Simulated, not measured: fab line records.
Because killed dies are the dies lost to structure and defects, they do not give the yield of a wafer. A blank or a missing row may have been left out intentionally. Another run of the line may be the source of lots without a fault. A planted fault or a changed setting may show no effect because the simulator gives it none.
What tool caused it? / flow berkeley cmos170 / 15 lots, 45 wafers sampled, at 5 steps of a route of 331

== WHAT THE GAUGES SHOWED, per wafer ==
UCB170_GATE_OVL_MEAS_13. Usual: GATE_OVL gives 2 nm (standard deviation 6.3).
lot=L627; measured=day 6 04:41; on=overlay-02; GATE_OVL (nm)=2 6 -1; flag=
lot=L628; measured=day 6 05:25; on=overlay-01; GATE_OVL (nm)=1 -6 -6; flag=
lot=L629; measured=day 6 08:26; on=overlay-01; GATE_OVL (nm)=9 3 14; flag=
lot=L630; measured=day 6 12:23; on=overlay-01; GATE_OVL (nm)=-8 -2 -6; flag=
lot=L631; measured=day 6 12:38; on=overlay-02; GATE_OVL (nm)=16 7 1; flag=
lot=L632; measured=day 7 16:01; on=overlay-02; GATE_OVL (nm)=6 3 11; flag=
lot=L642; measured=day 9 05:30; on=overlay-02; GATE_OVL (nm)=-2 -13 -4; flag=
lot=L640; measured=day 9 05:37; on=overlay-02; GATE_OVL (nm)=13 8 7; flag=
lot=L641; measured=day 9 05:43; on=overlay-01; GATE_OVL (nm)=6 8 -6; flag=
lot=L643; measured=day 9 10:51; on=overlay-01; GATE_OVL (nm)=-5 6 -3; flag=
lot=L644; measured=day 9 10:51; on=overlay-02; GATE_OVL (nm)=2 4 0; flag=
lot=L645; measured=day 10 07:15; on=overlay-02; GATE_OVL (nm)=5 12 7; flag=
lot=L648; measured=day 10 07:22; on=overlay-01; GATE_OVL (nm)=-3 2 8; flag=
lot=L647; measured=day 10 07:36; on=overlay-02; GATE_OVL (nm)=2 1 2; flag=
lot=L649; measured=day 10 18:18; on=overlay-01; GATE_OVL (nm)=6 5 4; flag=

UCB170_NSD_CD_MEAS_06 targets a cd of 1200 nm. Usual: cd nm 1199.8 nm, standard deviation 1.4.
lot=L627; measured=day 6 19:33; on=cd sem-01; cd nm (nm)=1200.6 1200.0 1200.6; flag=
lot=L628; measured=day 6 19:23; on=cd sem-01; cd nm (nm)=1199.3 1199.9 1199.1; flag=
lot=L629; measured=day 6 19:26; on=cd sem-02; cd nm (nm)=1200.7 1199.7 1199.9; flag=
lot=L630; measured=day 7 07:40; on=cd sem-01; cd nm (nm)=- - -; flag=OFF
lot=L631; measured=day 7 07:55; on=cd sem-02; cd nm (nm)=- - -; flag=OFF
lot=L632; measured=day 8 09:35; on=cd sem-01; cd nm (nm)=- - -; flag=OFF
lot=L642; measured=day 9 18:16; on=cd sem-02; cd nm (nm)=1198.9 1200.0 1199.9; flag=
lot=L640; measured=day 9 18:47; on=cd sem-02; cd nm (nm)=1199.5 1197.8 1197.2; flag=
lot=L641; measured=day 9 18:33; on=cd sem-01; cd nm (nm)=1202.0 1200.7 1201.4; flag=
lot=L643; measured=day 10 03:35; on=cd sem-02; cd nm (nm)=1200.3 1200.3 1200.1; flag=
lot=L644; measured=day 10 03:49; on=cd sem-02; cd nm (nm)=1200.7 1201.7 1202.7; flag=
lot=L645; measured=day 10 17:49; on=cd sem-01; cd nm (nm)=1198.0 1200.0 1200.6; flag=
lot=L648; measured=day 10 17:24; on=cd sem-01; cd nm (nm)=1200.7 1201.0 1201.1; flag=
lot=L647; measured=day 10 18:04; on=cd sem-01; cd nm (nm)=1199.4 1198.3 1198.7; flag=
lot=L649; measured=day 11 06:44; on=cd sem-01; cd nm (nm)=1200.8 1203.3 1202.9; flag=

UCB170_SILICIDE_RS_MEAS_02: a four-point-probe measurement. Usual: SILICIDE_TI_RS gives 26.3 ohm/sq (standard deviation 0.34).
lot=L627; measured=day 6 21:50; on=film metro-01; SILICIDE_TI_RS (ohm/sq)=26.7 26.7 26.2; flag=
lot=L628; measured=day 6 21:36; on=film metro-01; SILICIDE_TI_RS (ohm/sq)=26.3 26.1 26.1; flag=
lot=L629; measured=day 6 21:48; on=film metro-02; SILICIDE_TI_RS (ohm/sq)=25.9 26.1 25.9; flag=
lot=L630; measured=day 7 10:03; on=film metro-01; SILICIDE_TI_RS (ohm/sq)=26.7 26.7 26.4; flag=
lot=L631; measured=day 7 10:05; on=film metro-04; SILICIDE_TI_RS (ohm/sq)=26.3 26.8 26.5; flag=
lot=L632; measured=day 8 12:26; on=film metro-01; SILICIDE_TI_RS (ohm/sq)=26.2 26.6 26.3; flag=
lot=L642; measured=day 9 20:25; on=film metro-01; SILICIDE_TI_RS (ohm/sq)=26.2 25.7 26.2; flag=
lot=L640; measured=day 9 20:55; on=film metro-04; SILICIDE_TI_RS (ohm/sq)=26.4 26.2 26.1; flag=
lot=L641; measured=day 9 20:44; on=film metro-02; SILICIDE_TI_RS (ohm/sq)=26.5 26.7 26.9; flag=
lot=L643; measured=day 10 05:46; on=film metro-02; SILICIDE_TI_RS (ohm/sq)=25.9 26.1 26.0; flag=
lot=L644; measured=day 10 06:19; on=film metro-01; SILICIDE_TI_RS (ohm/sq)=26.3 26.4 26.1; flag=
lot=L645; measured=day 10 21:16; on=film metro-02; SILICIDE_TI_RS (ohm/sq)=26.4 26.1 26.1; flag=
lot=L648; measured=day 10 21:10; on=film metro-01; SILICIDE_TI_RS (ohm/sq)=26.1 26.2 26.5; flag=
lot=L647; measured=day 10 21:38; on=film metro-01; SILICIDE_TI_RS (ohm/sq)=26.3 26.4 26.9; flag=
lot=L649; measured=day 11 08:49; on=film metro-01; SILICIDE_TI_RS (ohm/sq)=26.5 26.3 26.7; flag=

UCB170_CONTACT_CD_MEAS_15 targets a cd of 700 nm. Usual: cd nm 699.9 nm, standard deviation 1.6.
lot=L627; measured=day 7 08:10; on=cd sem-02; cd nm (nm)=698.3 698.7 699.5; flag=
lot=L628; measured=day 7 07:47; on=cd sem-02; cd nm (nm)=699.8 701.3 700.0; flag=
lot=L629; measured=day 7 08:03; on=cd sem-02; cd nm (nm)=700.9 702.5 699.5; flag=
lot=L630; measured=day 7 13:58; on=cd sem-02; cd nm (nm)=699.0 698.1 699.4; flag=
lot=L631; measured=day 7 14:08; on=cd sem-01; cd nm (nm)=700.6 698.6 699.8; flag=
lot=L632; measured=day 8 18:37; on=cd sem-02; cd nm (nm)=702.7 701.0 700.5; flag=
lot=L642; measured=day 10 01:34; on=cd sem-01; cd nm (nm)=697.8 697.5 696.5; flag=
lot=L640; measured=day 10 02:34; on=cd sem-02; cd nm (nm)=699.3 699.0 699.2; flag=
lot=L641; measured=day 10 01:59; on=cd sem-02; cd nm (nm)=700.5 700.9 700.2; flag=
lot=L643; measured=day 10 11:07; on=cd sem-01; cd nm (nm)=700.6 700.5 701.5; flag=
lot=L644; measured=day 10 11:25; on=cd sem-01; cd nm (nm)=698.7 697.4 697.8; flag=
lot=L645; measured=day 11 03:40; on=cd sem-01; cd nm (nm)=698.8 699.1 698.6; flag=
lot=L648; measured=day 11 01:05; on=cd sem-01; cd nm (nm)=700.4 698.4 699.5; flag=
lot=L647; measured=day 11 03:50; on=cd sem-01; cd nm (nm)=700.0 700.4 700.0; flag=
lot=L649; measured=day 11 13:55; on=cd sem-01; cd nm (nm)=696.1 697.1 696.0; flag=

== WHICH TOOL RAN EACH LOT (tool, then ch and the chambers of the sampled wafers, then the start) ==
lot=L627; UCB170_NSD_COAT_01=litho track-03 ch 0, day 6 18:43
lot=L628; UCB170_NSD_COAT_01=litho track-03 ch 0, day 6 18:18
lot=L629; UCB170_NSD_COAT_01=litho track-02 ch 0, day 6 18:44
lot=L630; UCB170_NSD_COAT_01=litho track-01, day 7 05:44
lot=L631; UCB170_NSD_COAT_01=litho track-03, day 7 05:59
lot=L632; UCB170_NSD_COAT_01=litho track-03, day 8 08:07
lot=L642; UCB170_NSD_COAT_01=litho track-02 ch 0, day 9 17:20
lot=L640; UCB170_NSD_COAT_01=litho track-02 ch 0, day 9 17:47
lot=L641; UCB170_NSD_COAT_01=litho track-03 ch 0, day 9 17:45
lot=L643; UCB170_NSD_COAT_01=litho track-01 ch 0, day 10 02:46
lot=L644; UCB170_NSD_COAT_01=litho track-03 ch 0, day 10 02:48
lot=L645; UCB170_NSD_COAT_01=litho track-01 ch 0, day 10 16:44
lot=L648; UCB170_NSD_COAT_01=litho track-02 ch 0, day 10 16:22
lot=L647; UCB170_NSD_COAT_01=litho track-01 ch 0, day 10 17:10
lot=L649; UCB170_NSD_COAT_01=litho track-03 ch 0, day 11 05:33
- UCB170_NSD_COAT_01: resist thk 900 nm.

== AS READ BY THE TOOLS THEMSELVES (means over the sampled wafers that have a number; for cases with no such wafer, the mark the record gives instead) ==
UCB170_NSD_COAT_01. Usual: chill plate temp C 22.98 C, standard deviation 0.093; dispense pressure kPa 53.9 kPa, standard deviation 2.3.
lot=L627; tool=litho track-03; chill plate temp C (C)=22.94; dispense pressure kPa (kPa)=52.5; flag=
lot=L628; tool=litho track-03; chill plate temp C (C)=22.99; dispense pressure kPa (kPa)=52.5; flag=
lot=L629; tool=litho track-02; chill plate temp C (C)=23.12; dispense pressure kPa (kPa)=52.4; flag=
lot=L630; tool=litho track-01; chill plate temp C (C)=-; dispense pressure kPa (kPa)=-; flag=OFF
lot=L631; tool=litho track-03; chill plate temp C (C)=-; dispense pressure kPa (kPa)=-; flag=OFF
lot=L632; tool=litho track-03; chill plate temp C (C)=-; dispense pressure kPa (kPa)=-; flag=OFF
lot=L642; tool=litho track-02; chill plate temp C (C)=22.98; dispense pressure kPa (kPa)=52.3; flag=
lot=L640; tool=litho track-02; chill plate temp C (C)=23.04; dispense pressure kPa (kPa)=52.2; flag=
lot=L641; tool=litho track-03; chill plate temp C (C)=23.02; dispense pressure kPa (kPa)=52.5; flag=
lot=L643; tool=litho track-01; chill plate temp C (C)=23.14; dispense pressure kPa (kPa)=57.4; flag=
lot=L644; tool=litho track-03; chill plate temp C (C)=22.92; dispense pressure kPa (kPa)=52.5; flag=
lot=L645; tool=litho track-01; chill plate temp C (C)=22.99; dispense pressure kPa (kPa)=57.5; flag=
lot=L648; tool=litho track-02; chill plate temp C (C)=23.01; dispense pressure kPa (kPa)=52.3; flag=
lot=L647; tool=litho track-01; chill plate temp C (C)=22.97; dispense pressure kPa (kPa)=57.4; flag=
lot=L649; tool=litho track-03; chill plate temp C (C)=22.85; dispense pressure kPa (kPa)=52.5; flag=

== THE ANSWER, worked out from the rows above alone ==
Rule: take the mean of a lot's wafers that have a number; if it is more than 3 standard deviations from the usual mean, the lot is off. A lot without any number at a reading at which 4 lots or more have one is off too. Where the step has rows for the other lots, those lots are counted as sound. First the gauges in route order, then the tools' own readings, where a lot's mean is used as printed above. At the first step where some lot is off, the reading lying furthest off is the one used; lots without a number count as furthest.
Off: L630, L631, L632 (UCB170_NSD_CD_MEAS_06, cd nm). Without a number there: L630, L631, L632.
If a tool, at a process step before that reading, ran all the lots that are off and no sound lot after the first of them, it fits. The gauges at UCB170_NSD_CD_MEAS_06 aren't tried: what is off there is off at UCB170_NSD_COAT_01 too, on other tools, and a gauge's error can't cause that. None of those tried fits.

== WHAT THE SIMULATOR PUT IN ==
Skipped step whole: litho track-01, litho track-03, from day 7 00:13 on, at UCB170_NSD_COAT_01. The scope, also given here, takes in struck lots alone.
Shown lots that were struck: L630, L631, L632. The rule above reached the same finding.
